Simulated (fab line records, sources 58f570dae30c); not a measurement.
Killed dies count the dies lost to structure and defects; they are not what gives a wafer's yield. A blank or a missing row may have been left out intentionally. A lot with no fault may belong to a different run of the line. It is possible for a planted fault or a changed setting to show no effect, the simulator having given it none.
Which tool was responsible?    flow berkeley_cmos170    Sampling: 14 lots, 42 wafers, 2 of 331 route steps

== WHAT THE GAUGES READ, wafer by wafer ==
UCB170_V2_THK_MEAS_01. Usual: V2_TEOS_THK 1994 nm, standard deviation 25.
lot   measured      on             V2_TEOS_THK (nm)  flag
L210  day 8 15:49   film_metro-04  2000 2026 2036    
L211  day 8 15:56   film_metro-01  1993 1992 2027    
L212  day 9 12:16   film_metro-03  1968 1992 2008    
L214  day 9 14:35   film_metro-04  1988 2003 2060    
L217  day 9 20:53   film_metro-04  1954 1990 1992    
L216  day 10 02:07  film_metro-01  1992 2023 2010    
L215  day 10 02:23  film_metro-04  2009 1984 1997    
L219  day 11 08:36  film_metro-04  1974 1994 2024    
L223  day 11 21:25  film_metro-04  1991 2026 2046    
L226  day 12 15:17  film_metro-03  1959 3215 2024    OFF
L227  day 12 23:41  film_metro-03  1994 3261 2026    OFF
L232  day 13 23:40  film_metro-03  1934 1969 1999    
L229  day 14 11:38  film_metro-03  1967 1968 1977    
L230  day 14 12:35  film_metro-03  1979 2006 2007    

== WHAT TOOL EACH LOT RAN ON (gives the tool, then ch and the chambers of the sampled wafers, and finally the start) ==
lot   UCB170_V2_CVD_00
L210  pecvd-03 ch 0,2, day 8 15:40
L211  pecvd-01 ch 0,1,2, day 8 15:47
L212  pecvd-01 ch 0,1,2, day 9 12:07
L214  pecvd-03 ch 0,1, day 9 14:25
L217  pecvd-04 ch 0,2, day 9 20:43
L216  pecvd-01 ch 1,2, day 10 01:58
L215  pecvd-04 ch 0,2, day 10 02:14
L219  pecvd-03 ch 0,1, day 11 08:26
L223  pecvd-04 ch 0,2, day 11 21:15
L226  pecvd-01 ch 0,1, day 12 15:08
L227  pecvd-01 ch 0,1,2, day 12 23:31
L232  pecvd-04 ch 0, day 13 23:25
L229  pecvd-04 ch 1,2, day 14 11:28
L230  pecvd-04 ch 0,1, day 14 12:24
- UCB170_V2_CVD_00: deposits SiO2 from TEOS/O2, target thk 2000 nm, time 250 s.

== WHAT THE TOOLS THEMSELVES READ (means of the sampled wafers that have a number; where no wafer has one, the mark that the record gives instead) ==
UCB170_V2_CVD_00. Usual: heater_power_w 260 W, standard deviation 45; rf_fwd_power_W 540.2 W, standard deviation 1.6.
lot   tool      heater_power_w (W)  rf_fwd_power_W (W)  flag
L210  pecvd-03  310                 540.3               
L211  pecvd-01  224                 540.8               
L212  pecvd-01  223                 539.6               
L214  pecvd-03  291                 541.0               
L217  pecvd-04  285                 537.6               
L216  pecvd-01  243                 540.9               
L215  pecvd-04  263                 539.4               
L219  pecvd-03  284                 538.8               
L223  pecvd-04  288                 540.9               
L226  pecvd-01  259                 541.7               
L227  pecvd-01  249                 541.0               
L232  pecvd-04  255                 540.2               
L229  pecvd-04  289                 540.7               
L230  pecvd-04  262                 541.3               

== THE ANSWER, worked out from the rows above alone ==
Rule: lot off if the mean of its wafers having a number is beyond 3 standard deviations from the usual mean. Also off: a lot with no number at a reading for which 4 or more lots have one. Where the step has rows for the other lots, those lots are counted as sound. First the gauges in route order, then the tools' own readings, where a lot's mean is used as printed above. At the first step where some lot is off, the reading lying furthest off is the one used; lots without a number count as furthest.
Off: L226, L227, seen at UCB170_V2_THK_MEAS_01 (V2_TEOS_THK).
A tool fits if, at a process step before that reading, it ran every lot that is off, and no sound lot after the first of them. Those tools and the gauges at UCB170_V2_THK_MEAS_01 are tried in the same way. One candidate fits, namely pecvd-01 at UCB170_V2_CVD_00. Its last sound lot is L216 (day 10 01:58), its first lot that is off L226 (day 12 15:08): a fault that began between those two fits.

== WHAT WAS PUT IN BY THE SIMULATOR ==
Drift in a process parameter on pecvd-01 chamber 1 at UCB170_V2_CVD_00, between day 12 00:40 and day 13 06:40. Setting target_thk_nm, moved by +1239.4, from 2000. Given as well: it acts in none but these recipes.
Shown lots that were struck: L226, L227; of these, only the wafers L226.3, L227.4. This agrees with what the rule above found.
